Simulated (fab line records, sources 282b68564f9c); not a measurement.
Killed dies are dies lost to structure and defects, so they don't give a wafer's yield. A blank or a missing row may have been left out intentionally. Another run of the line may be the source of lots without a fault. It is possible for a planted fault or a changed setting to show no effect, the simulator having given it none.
The tool behind it: which one? :: flow ritCmos :: 14 lots, 42 wafers sampled, at 2 steps of a route of 202

== WHAT THE GAUGES SHOWED, per wafer ==
RIT_ACTIVE_CD_MEAS_11: target cd 1400 nm.
lot: L927
measured: day 1 15:06
on: cdSem-02
cdNm (nm): 1399.4 1395.0 1399.3

lot: L928
measured: day 1 20:33
on: cdSem-02
cdNm (nm): 1394.1 1396.5 1397.6

lot: L929
measured: day 2 01:20
on: cdSem-01
cdNm (nm): 1398.4 1398.3 1398.5

lot: L930
measured: day 2 05:43
on: cdSem-02
cdNm (nm): 1400.4 1399.0 1396.7

lot: L931
measured: day 2 12:17
on: cdSem-02
cdNm (nm): 1397.2 1396.4 1396.1

lot: L932
measured: day 2 15:28
on: cdSem-01
cdNm (nm): 1400.5 1399.2 1401.2

lot: L935
measured: day 3 07:22
on: cdSem-01
cdNm (nm): 1406.0 1407.5 1408.4

lot: L937
measured: day 3 17:56
on: cdSem-02
cdNm (nm): 1406.4 1405.7 1404.0

lot: L941
measured: day 4 13:09
on: cdSem-02
cdNm (nm): 1400.5 1402.5 1401.1

lot: L942
measured: day 4 17:36
on: cdSem-01
cdNm (nm): 1400.1 1399.9 1401.3

lot: L943
measured: day 4 23:31
on: cdSem-02
cdNm (nm): 1398.5 1399.6 1399.1

lot: L944
measured: day 5 09:41
on: cdSem-02
cdNm (nm): 1397.6 1397.8 1397.5

lot: L946
measured: day 5 13:36
on: cdSem-02
cdNm (nm): 1398.5 1400.5 1401.5

lot: L949
measured: day 6 05:47
on: cdSem-02
cdNm (nm): 1400.0 1396.9 1399.5

== EACH LOT AND THE TOOL THAT RAN IT (in order: tool; ch and the chambers of the sampled wafers; start) ==
lot: L927
RIT_ACTIVE_COAT_06: lithoTrack-01 ch 0, day 1 14:17

lot: L928
RIT_ACTIVE_COAT_06: lithoTrack-02 ch 0, day 1 19:51

lot: L929
RIT_ACTIVE_COAT_06: lithoTrack-01 ch 0, day 2 00:31

lot: L930
RIT_ACTIVE_COAT_06: lithoTrack-04 ch 0, day 2 05:01

lot: L931
RIT_ACTIVE_COAT_06: lithoTrack-01 ch 0, day 2 11:16

lot: L932
RIT_ACTIVE_COAT_06: lithoTrack-04 ch 0, day 2 14:46

lot: L935
RIT_ACTIVE_COAT_06: lithoTrack-02 ch 0, day 3 06:40

lot: L937
RIT_ACTIVE_COAT_06: lithoTrack-02 ch 0, day 3 17:00

lot: L941
RIT_ACTIVE_COAT_06: lithoTrack-04 ch 0, day 4 12:20

lot: L942
RIT_ACTIVE_COAT_06: lithoTrack-01 ch 0, day 4 16:47

lot: L943
RIT_ACTIVE_COAT_06: lithoTrack-04 ch 0, day 4 22:42

lot: L944
RIT_ACTIVE_COAT_06: lithoTrack-04 ch 0, day 5 08:40

lot: L946
RIT_ACTIVE_COAT_06: lithoTrack-04 ch 0, day 5 12:47

lot: L949
RIT_ACTIVE_COAT_06: lithoTrack-04 ch 0, day 6 04:51
- RIT_ACTIVE_COAT_06: resist thk 1000 nm.

== AS READ BY THE TOOLS THEMSELVES (means over the sampled wafers that have a number; for cases with no such wafer, the mark the record gives instead) ==
The record holds no such reading with a usual standard deviation.

== THE ANSWER, worked out from the rows above alone ==
Rule: the lots themselves supply what counts as usual. The widest of any qualifying gaps counts: lots, ordered by their means at a reading, are off when they make up no more than a third of the lots, leave a main group of 4 or more, and stand apart from it by 3 or more times the standard deviation of that group's means. A main group whose means are all the same, to the digits that the tables above print for the reading, isn't used. Also off: a lot with no number at a reading for which 4 or more lots have one. The other lots that the step has rows for count as sound. Order of review: gauges by route order, followed by the tools' own readings, for which a lot's mean as printed above is used. The first step at which some lot is off is used, and at that step the reading that is off furthest; a lot without a number counts as furthest.
No lot is off on any of the readings shown, so nothing can be concluded from this.

== WHAT WAS PUT IN BY THE SIMULATOR ==
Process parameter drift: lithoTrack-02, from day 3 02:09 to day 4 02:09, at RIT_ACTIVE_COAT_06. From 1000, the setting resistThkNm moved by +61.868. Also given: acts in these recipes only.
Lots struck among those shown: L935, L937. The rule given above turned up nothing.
